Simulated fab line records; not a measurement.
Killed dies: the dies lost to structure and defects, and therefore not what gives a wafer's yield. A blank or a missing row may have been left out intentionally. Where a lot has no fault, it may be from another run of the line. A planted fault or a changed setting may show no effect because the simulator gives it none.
Comparing a struck lot with a sound one | flow rit cmos | 10 steps out of a route of 202
Sound: these wafers, L774.2, L774.3, L774.4. Struck: wafers L771.2, L771.3, L771.6. At the end, the cause is stated.
At each step with rows: each side's tool, then ch and its chambers, then its first start. Under that, the readings that differ: sound wafers | struck wafers | difference of the means | sigmas: that difference in standard deviations of wafers without a fault.
alike: same words and numbers on both sides, and readings whose means sit less than 2 such deviations apart. not compared: any withheld reading, any reading some wafer has no value for, any bound like >300 that may hide the same value, and any number with overlapping values for which the record gives no deviation.
The two part at a step that has a row with sigmas, a row that says differs or no value, or rows on one side only. Numbers that have no deviation but don't overlap get no sigmas and don't part them. Lack of a reading on every wafer of one side parts them only where that side has two or more wafers.

RIT_ACTIVE_BOW_MEAS_00:
  sound on film metro-04, day 4 13:01; struck on film metro-03, day 3 22:01
  alike: INCOMING_BOW
then, 1 step without rows for these wafers: RIT_ACTIVE_OXIDATION_01 (target thk 46.8 nm, ox time 3360 s).
RIT_ACTIVE_THK_MEAS_02:
  sound on film metro-03, day 4 18:44; struck on film metro-03, day 4 00:04
  alike: ACTIVE_OXIDE_THK
then, 1 step without rows for these wafers: RIT_ACTIVE_CVD_03 (deposits Si3N4 from SiH2Cl2/NH3, target thk 150 nm, time 1500 s).
RIT_ACTIVE_THK_MEAS_04:
  sound on film metro-02, day 4 20:13; struck on film metro-02, day 4 01:32
  alike: ACTIVE_NITRIDE_THK
then, 3 steps without rows for these wafers: RIT_ACTIVE_HMDS_05 (prime time 60 s); RIT_ACTIVE_COAT_06 (resist thk 1000 nm); RIT_ACTIVE_SOFTBAKE_07 (time 60 s).
RIT_ACTIVE_EXPOSE_08: exposes mask M1, target cd 1400 nm.
  sound on iline stepper-02 ch 0, day 4 20:44; struck on iline stepper-02, day 4 02:14
  no value came back on the struck wafers for exposure dose mJ cm2, focus offset nm (nm); on the sound wafers exposure dose mJ cm2 reads 224.92 224.76 224.79
  alike: mask
following that, these wafers have no rows for 1 step: RIT_ACTIVE_PEB_09.

WHERE THEY PART
At RIT_ACTIVE_EXPOSE_08 and nowhere else, as far as this record goes.

WHY: whatever the simulator had introduced
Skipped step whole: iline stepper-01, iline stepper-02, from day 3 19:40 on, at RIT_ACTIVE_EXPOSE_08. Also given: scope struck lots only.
